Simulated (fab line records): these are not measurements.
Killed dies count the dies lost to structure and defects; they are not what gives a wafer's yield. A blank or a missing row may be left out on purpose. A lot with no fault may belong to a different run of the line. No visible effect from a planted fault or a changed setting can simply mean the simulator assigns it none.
The tool behind it: which one?    flow berkeley_cmos170    at 1 step of a route of 331, 6 lots with 18 wafers sampled

WHAT THE GAUGES SHOWED, per wafer
UCB170_PVT_OVL_MEAS_06.
lot   measured      on          PVT_OVL (nm)
L705  day 5 15:03   overlay-01  7 5 9
L706  day 5 22:14   overlay-02  -7 2 -4
L708  day 5 22:40   overlay-01  -4 3 1
L717  day 8 08:36   overlay-02  -5 -3 2
L722  day 9 11:41   overlay-01  4 0 -1
L725  day 10 16:06  overlay-02  2 4 3

EACH LOT AND THE TOOL THAT RAN IT (in order: tool; ch and the chambers of the sampled wafers; start)
The record shows no process step preceding these readings.

THE ANSWER, worked out from the rows above alone
Rule: usual is defined by the lots themselves. Put in order of their means at a reading, lots are off if they are a third of the lots or fewer, leave a main group of 4 or more, and stand apart from it by a gap of 3 or more times the standard deviation of the main group's means; of several such gaps the widest counts. A main group is skipped when, at the precision printed for the reading in the tables above, its means are all equal. Also off: a lot with no number at a reading for which 4 or more lots have one. Where the step has rows for the other lots, those lots are counted as sound.
None of the lots is off at any reading shown; this tells nothing.

WHAT THE SIMULATOR HAD INSERTED
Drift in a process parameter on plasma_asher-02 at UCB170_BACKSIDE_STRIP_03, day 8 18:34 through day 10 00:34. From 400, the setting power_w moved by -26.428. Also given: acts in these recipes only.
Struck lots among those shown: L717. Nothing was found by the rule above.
